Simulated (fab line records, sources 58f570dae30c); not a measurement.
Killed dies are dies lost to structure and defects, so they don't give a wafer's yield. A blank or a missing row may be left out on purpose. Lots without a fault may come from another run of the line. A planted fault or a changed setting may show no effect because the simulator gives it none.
Which tool did it? | flow berkeley_cmos170 | 14 lots, 42 wafers sampled, at 2 steps of a route of 331

WHAT THE GAUGES READ, wafer by wafer
UCB170_M1_CD_MEAS_09: target cd 700 nm. Usual: cd_nm 700.1 nm, standard deviation 1.3.
lot  | measured     | on        | cd_nm (nm)        | flag
L906 | day 7 22:02  | cd_sem-02 | 698.4 698.6 698.6 |
L907 | day 7 22:31  | cd_sem-02 | 698.6 698.9 699.5 |
L908 | day 7 23:55  | cd_sem-02 | 700.0 700.9 701.5 |
L909 | day 8 00:15  | cd_sem-02 | 701.1 702.4 700.2 |
L910 | day 8 20:19  | cd_sem-02 | 702.2 702.2 702.7 |
L912 | day 9 03:23  | cd_sem-02 | 701.4 698.7 699.6 |
L913 | day 9 05:20  | cd_sem-01 | 701.8 701.7 702.1 |
L916 | day 10 04:47 | cd_sem-01 | 698.0 700.1 699.9 |
L918 | day 10 04:53 | cd_sem-02 | 724.5 725.8 725.3 | OFF
L920 | day 10 17:01 | cd_sem-01 | 719.2 719.0 721.4 | OFF
L924 | day 11 15:32 | cd_sem-02 | 701.9 699.9 699.0 |
L927 | day 11 15:50 | cd_sem-01 | 699.1 699.3 700.6 |
L926 | day 11 16:00 | cd_sem-02 | 699.7 703.9 703.5 |
L925 | day 11 16:04 | cd_sem-02 | 698.7 698.6 700.8 |

WHICH TOOL RAN EACH LOT (tool, then ch and the chambers of the sampled wafers, then the start)
lot  | UCB170_M1_PEB_07
L906 | litho_track-03 ch 0, day 7 21:46
L907 | litho_track-03 ch 0, day 7 22:08
L908 | litho_track-04 ch 0, day 7 23:38
L909 | litho_track-04 ch 0, day 7 23:59
L910 | litho_track-04 ch 0, day 8 20:02
L912 | litho_track-01 ch 0, day 9 03:07
L913 | litho_track-03 ch 0, day 9 05:04
L916 | litho_track-01 ch 0, day 10 04:31
L918 | litho_track-03 ch 0, day 10 04:37
L920 | litho_track-03 ch 0, day 10 16:00
L924 | litho_track-04 ch 0, day 11 15:16
L927 | litho_track-04 ch 0, day 11 15:34
L926 | litho_track-01 ch 0, day 11 15:44
L925 | litho_track-04 ch 0, day 11 15:47
- UCB170_M1_PEB_07

WHAT THE TOOLS THEMSELVES READ (means of the sampled wafers that have a number; where no wafer has one, the mark that the record gives instead)
UCB170_M1_PEB_07. Usual: heater_power_total_W 56.81 W, standard deviation 0.047; plate_temp_C 130.02 C, standard deviation 0.12.
lot  | tool           | heater_power_total_W (W) | plate_temp_C (C) | flag
L906 | litho_track-03 | 56.81                    | 130.08           |
L907 | litho_track-03 | 56.82                    | 129.99           |
L908 | litho_track-04 | 56.81                    | 129.99           |
L909 | litho_track-04 | 56.84                    | 130.02           |
L910 | litho_track-04 | 56.81                    | 130.00           |
L912 | litho_track-01 | 56.79                    | 129.90           |
L913 | litho_track-03 | 56.80                    | 129.91           |
L916 | litho_track-01 | 56.78                    | 130.03           |
L918 | litho_track-03 | 54.96                    | 126.68           | OFF
L920 | litho_track-03 | 54.94                    | 126.62           | OFF
L924 | litho_track-04 | 56.83                    | 130.06           |
L927 | litho_track-04 | 56.84                    | 130.05           |
L926 | litho_track-01 | 56.82                    | 130.01           |
L925 | litho_track-04 | 56.85                    | 130.07           |

THE ANSWER, worked out from the rows above alone
Rule: a lot is off if the mean of its wafers that have a number lies more than 3 standard deviations from the usual mean. A lot without any number at a reading at which 4 lots or more have one is off too. The other lots that the step has rows for count as sound. The gauges are gone through in route order, then the tools' own readings, and for those a lot's mean is taken as printed above. The first step at which some lot is off is used, and at that step the reading that is off furthest; a lot without a number counts as furthest.
Off: L918, L920, at UCB170_M1_CD_MEAS_09 (cd_nm).
A tool fits if, at a process step before that reading, it ran every lot that is off, and no sound lot after the first of them. The gauges at UCB170_M1_CD_MEAS_09 aren't tried: what is off there is off at UCB170_M1_PEB_07 too, on other tools, and a gauge's error can't cause that. One fits: litho_track-03 at UCB170_M1_PEB_07. Its last sound lot is L913 (day 9 05:04), its first lot that is off L918 (day 10 04:37): a fault that began between those two fits.
The tool's own readings at UCB170_M1_PEB_07 bear it out: on the lots that are off they differ by more than 5 times the standard deviation of the sound lots' means. heater_power_total_W reads 54.95 W there against 56.82 W on the sound lots; plate_temp_C reads 126.65 C there against 130.01 C on the sound lots.

WHAT THE SIMULATOR HAD PUT IN
Process parameter drift: litho_track-03, from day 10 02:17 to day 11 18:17, at UCB170_M1_PEB_07. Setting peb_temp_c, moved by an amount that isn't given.
Lots struck among those shown: L918, L920. The rule above found the same.
